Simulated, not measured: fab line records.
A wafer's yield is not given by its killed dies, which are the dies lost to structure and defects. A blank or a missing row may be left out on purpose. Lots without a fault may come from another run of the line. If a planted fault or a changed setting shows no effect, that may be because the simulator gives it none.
What tool caused it? ; flow berkeleyCmos170 ; 14 lots, 42 wafers sampled, at 2 steps of a route of 331

WHAT THE GAUGES SHOWED, per wafer
UCB170_V2_THK_MEAS_04. Usual: for V2_POLISHED_THK the level is 999.9 nm and the standard deviation is 1.2.
lot;measured;on;V2_POLISHED_THK (nm);flag
L239;day 7 12:50;filmMetro-04;999.4 999.1 998.2;
L238;day 7 13:02;filmMetro-02;999.8 1001.5 1000.0;
L240;day 7 17:16;filmMetro-02;1000.6 999.4 999.1;
L241;day 8 01:49;filmMetro-03;998.4 999.8 1000.5;
L242;day 8 14:59;filmMetro-02;1000.0 999.1 999.4;
L243;day 8 15:16;filmMetro-03;999.7 999.3 999.6;
L245;day 8 23:20;filmMetro-02;998.3 999.3 997.6;
L247;day 10 03:40;filmMetro-04;1346.7 1361.8 1361.5;OFF
L249;day 10 03:59;filmMetro-04;1326.0 1346.7 1333.9;OFF
L251;day 10 07:22;filmMetro-04;1352.5 1357.0 1359.7;OFF
L250;day 10 07:40;filmMetro-03;1001.8 1000.0 1001.0;
L255;day 10 23:09;filmMetro-02;1002.0 1000.6 1000.7;
L258;day 11 21:49;filmMetro-03;1001.1 1000.9 1001.1;
L261;day 12 06:48;filmMetro-03;1002.3 1000.4 999.4;

EACH LOT AND THE TOOL THAT RAN IT (in order: tool; ch and the chambers of the sampled wafers; start)
lot;UCB170_V2_CMP_02
L239;cmp-01 ch 0,1,2, day 7 12:29
L238;cmp-02 ch 1,3, day 7 12:37
L240;cmp-01 ch 1,2,3, day 7 16:50
L241;cmp-01 ch 0,1, day 8 01:24
L242;cmp-01 ch 1,2,3, day 8 14:34
L243;cmp-02 ch 0,1, day 8 14:53
L245;cmp-01 ch 0,2,3, day 8 22:54
L247;cmp-02 ch 1,3, day 10 03:14
L249;cmp-02 ch 0,1,2, day 10 03:35
L251;cmp-02 ch 2,3, day 10 06:56
L250;cmp-01 ch 0,1, day 10 07:14
L255;cmp-01 ch 0,1, day 10 22:47
L258;cmp-01 ch 0,2, day 11 21:23
L261;cmp-01 ch 2,3, day 12 06:22
- UCB170_V2_CMP_02: polishes SiO2.

WHAT THE TOOLS THEMSELVES READ (means of the sampled wafers that have a number; where no wafer has one, the mark that the record gives instead)
UCB170_V2_CMP_02. Usual: motorCurrentA 16.7 A, standard deviation 1.1.
lot;tool;motorCurrentA (A);flag
L239;cmp-01;17.0;
L238;cmp-02;15.1;
L240;cmp-01;17.0;
L241;cmp-01;17.8;
L242;cmp-01;17.3;
L243;cmp-02;15.8;
L245;cmp-01;17.2;
L247;cmp-02;15.8;
L249;cmp-02;16.1;
L251;cmp-02;17.1;
L250;cmp-01;17.4;
L255;cmp-01;17.0;
L258;cmp-01;16.6;
L261;cmp-01;16.3;

THE ANSWER, worked out from the rows above alone
Rule: a lot is off if the mean of its wafers that have a number lies more than 3 standard deviations from the usual mean. Also off: a lot with no number at a reading for which 4 or more lots have one. All remaining lots with rows at the step are treated as sound. Order of review: gauges by route order, followed by the tools' own readings, for which a lot's mean as printed above is used. The first step at which some lot is off is used, and at that step the reading that is off furthest; a lot without a number counts as furthest.
Off: L247, L249, L251, seen at UCB170_V2_THK_MEAS_04 (V2_POLISHED_THK).
If a tool, at a process step before that reading, ran all the lots that are off and no sound lot after the first of them, it fits. Gauges at UCB170_V2_THK_MEAS_04: tried the same way as those tools. 2 tools fit, cmp-02 at UCB170_V2_CMP_02 and filmMetro-04 at UCB170_V2_THK_MEAS_04, so this cannot tell which one it is.

WHAT THE SIMULATOR HAD INSERTED
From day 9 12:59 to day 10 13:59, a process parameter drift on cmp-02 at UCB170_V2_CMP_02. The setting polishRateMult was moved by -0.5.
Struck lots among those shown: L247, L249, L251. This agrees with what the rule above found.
